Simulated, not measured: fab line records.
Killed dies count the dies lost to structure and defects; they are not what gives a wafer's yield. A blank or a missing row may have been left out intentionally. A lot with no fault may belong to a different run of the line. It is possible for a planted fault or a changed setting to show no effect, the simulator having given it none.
Problem report, 8D (eight disciplines) form, completed by code    flow berkeleyCmos170    the parts of the form that need people (team, actions taken, sign-off) are left out

1. WHAT IS WRONG
tiltDeg at UCB170_NSD_IMPLANT_08 reads a mean of 6.612 degrees on 6 wafers of 2 lots; wafers without a fault read 7.000 degrees with a standard deviation of 0.022. Relative to the usual mean, that is a shift of -18 standard deviations.
The first sign was on wafer L365.4 at day 10 22:58, on implanter-03. Wafers with a number at this step in the record: 42, from 14 lots. The rule behind "out" and "out of limits": a value lying over 4 standard deviations away from the usual mean. The other wafers with a number count as sound.

2. WHAT IT IS, WHAT IT ISN'T
question                     is                      is not
which readings at this step  tiltDeg                 -
which lots                   L365, L368              L348, L349, L350, L351, L353, L354, L355, L356, L363, L364, L369, L370
which wafers of those lots   all that have a number  -
read on which tools          implanter-03            implanter-01, implanter-04
when                         from day 10 22:58       up to then (30 sound wafers); but 6 sound wafers of L369, L370 came after

3. SUSPECTS, AND WHAT RULES EACH OUT
Counting: a tool at a process step up to the reading stays a suspect if it ran every lot that is out and no sound lot after the first of them.
- rieSi-02 at UCB170_GATE_ETCH_15 (etches poly-Si in HBr/Cl2, stops on SiO2, time 56.3 s, target depth 278.2 nm): ruled out as a lasting fault. Sound lots L369 ran on it after its first lot that is out, L365 (day 10 09:11).
- plasmaAsher-03 at UCB170_GATE_STRIP_16 (strips in O2): ruled out as a lasting fault. Sound lots L370 ran on it after its first lot that is out, L365 (day 10 09:16).
- implanter-03 at UCB170_NSD_IMPLANT_08: kept. It ran every lot that is out, first L365 (day 10 22:58), and no sound lot after that; its last sound lot up to then is L356 (day 9 02:40). On those wafers its own readings are out: tiltDeg.
Remaining after the count: implanter-03 at UCB170_NSD_IMPLANT_08.

4. THE CAUSE (what the simulator had put in)
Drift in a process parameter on implanter-03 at UCB170_NSD_IMPLANT_08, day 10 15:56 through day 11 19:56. The setting tiltDeg was moved by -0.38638, starting from 7. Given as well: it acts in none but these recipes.
Counting left only this tool.

5. THE EFFECT CHAIN, in route order
One row per reading whose mean, taken over the struck wafers that have a number, lies over 3 standard deviations from the usual. Only readings for which the record gives a usual standard deviation are gone through. hours: the time from each lot's start at the first step in this table that gives one to its start at this step, as a median over the lots. sigmas: the change in usual standard deviations.
hours  step                   reading  usual          on struck wafers  change  sigmas
0      UCB170_NSD_IMPLANT_08  tiltDeg  7.000 degrees  6.612             -0.388  -18
The process steps in it:
- UCB170_NSD_IMPLANT_08

6. HOW IT WOULD HAVE BEEN CAUGHT EARLIER
In this record no reading fell out of limits until day 10 22:58, 7 hours after the fault had begun at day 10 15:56.
